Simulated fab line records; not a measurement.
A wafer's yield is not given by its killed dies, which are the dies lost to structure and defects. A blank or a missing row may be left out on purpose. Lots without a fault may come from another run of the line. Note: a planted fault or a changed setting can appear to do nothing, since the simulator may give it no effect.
Split-lot study ; flow rit cmos ; on a route of 202 steps: 5 lots, 23 wafers read

== ON THE SPLIT ==
At RIT_CONTACT_ETCH_11 (etches SiO2 in CHF3/CF4/Ar, stops on TiSi2, target depth 480 nm, time 320 s), the setting time s was moved away from the recipe's 320 s on 9 of the 23 wafers read, by -8.8% to +11.2%. For the rest of the wafers, this setting stayed at what the recipe calls for.

Reading taken at the split's own step.

== THE READING ==
NOVOLAK_of_CONTACT_COAT_03.thk nm (the simulator's own value, which no gauge read), in nm, at RIT_CONTACT_ETCH_11 (etches SiO2 in CHF3/CF4/Ar, stops on TiSi2, target depth 480 nm, time 320 s). The file gives no usual value for it. Here, 14 wafers ran the recipe; their average is 770.4 nm with a standard deviation of 2.8 nm.

wafer;tool, chamber at the split;time s as run, s;against the recipe;NOVOLAK_of_CONTACT_COAT_03.thk nm, nm;against lot-mates on the recipe
L074.2;rie diel-04, 3;320;recipe;774;-
L074.3;rie diel-04, 2;320;recipe;774.2;-
L074.5;rie diel-04, 1;320;recipe;774.9;-
L075.1;rie diel-02, 1;291.9;-8.8%;776.5;+8.8
L075.3;rie diel-02, 3;291.9;-8.8%;773.2;+5.5
L075.4;rie diel-02, 3;291.9;-8.8%;774.3;+6.6
L075.5;rie diel-02, 2;320;recipe;766.7;-
L075.6;rie diel-02, 1;320;recipe;768.6;-
L077.2;rie diel-02, 2;320;recipe;769;-
L077.3;rie diel-02, 3;320;recipe;764.9;-
L077.4;rie diel-02, 1;320;recipe;771.2;-
L077.5;rie diel-02, 3;355.8;+11.2%;752.6;-15.8
L077.6;rie diel-02, 2;355.8;+11.2%;757.1;-11.3
L079.1;rie diel-01, 3;320;recipe;769.4;-
L079.3;rie diel-01, 0;334.2;+4.4%;767.1;-2.3
L079.4;rie diel-01, 2;320;recipe;768.1;-
L079.5;rie diel-01, 1;320;recipe;770.6;-
L079.6;rie diel-01, 2;334.2;+4.4%;763.8;-5.6
L084.1;rie diel-02, 2;320;recipe;770.6;-
L084.3;rie diel-02, 1;320;recipe;773.3;-
L084.4;rie diel-02, 0;320;recipe;769.8;-
L084.5;rie diel-02, 1;307.3;-4.0%;779.5;+8.3
L084.6;rie diel-02, 0;307.3;-4.0%;775.8;+4.6

THE FIT
A straight line over all 23 wafers: NOVOLAK_of_CONTACT_COAT_03.thk nm changes by -1.02 nm for each +1% of time s; r = -0.84; the points scatter about the line by 3.4 nm.
The same after taking each lot's own level away (the mean of its wafers on the recipe; 23 wafers): -1.04 nm for each +1%; r = -0.93; scatter 2.1 nm.
According to that fit, moving time s by its largest amount changes the reading by 12 nm.
Across the lots, their own levels run from 767.65 to 774.37 nm, a range of 2.4 times the standard deviation given above.
Consequently the slope shifts little with the lot-to-lot level, the two slopes agreeing.
Check: -10.3 nm against its lot-mates is what the line predicts for one of the wafers moved furthest among these (+11.2%) when that wafer is left out of the fit. Against them it came out at -15.8 nm.

== OTHER SPLITS APPLIED TO THESE WAFERS ==
Before the reading, these wafers also passed through other splits. Each is held against what the fit with the lots' levels taken away leaves over:
other split on the same wafers;wafers away from the commonest value;r with NOVOLAK_of_CONTACT_COAT_03.thk nm (lot level and that fit taken away)
RIT_REOX_OXIDATION_03 ox time s;5;-0.12
RIT_NLDD_COAT_01 spin rpm;7;-0.25
RIT_NLDD_IMPLANT_08 energy kev;11;+0.19
RIT_SPACER_CVD_03 temp c;18;-0.12
RIT_SILICIDE_SPUTTER_01 time s;10;+0.34
RIT_CONTACT_CVD_00 time s;10;+0.17

== FILE'S OWN FIT ==
NOVOLAK_of_CONTACT_COAT_03.thk nm changes by -1.08 nm for each +1% of time s, r = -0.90.
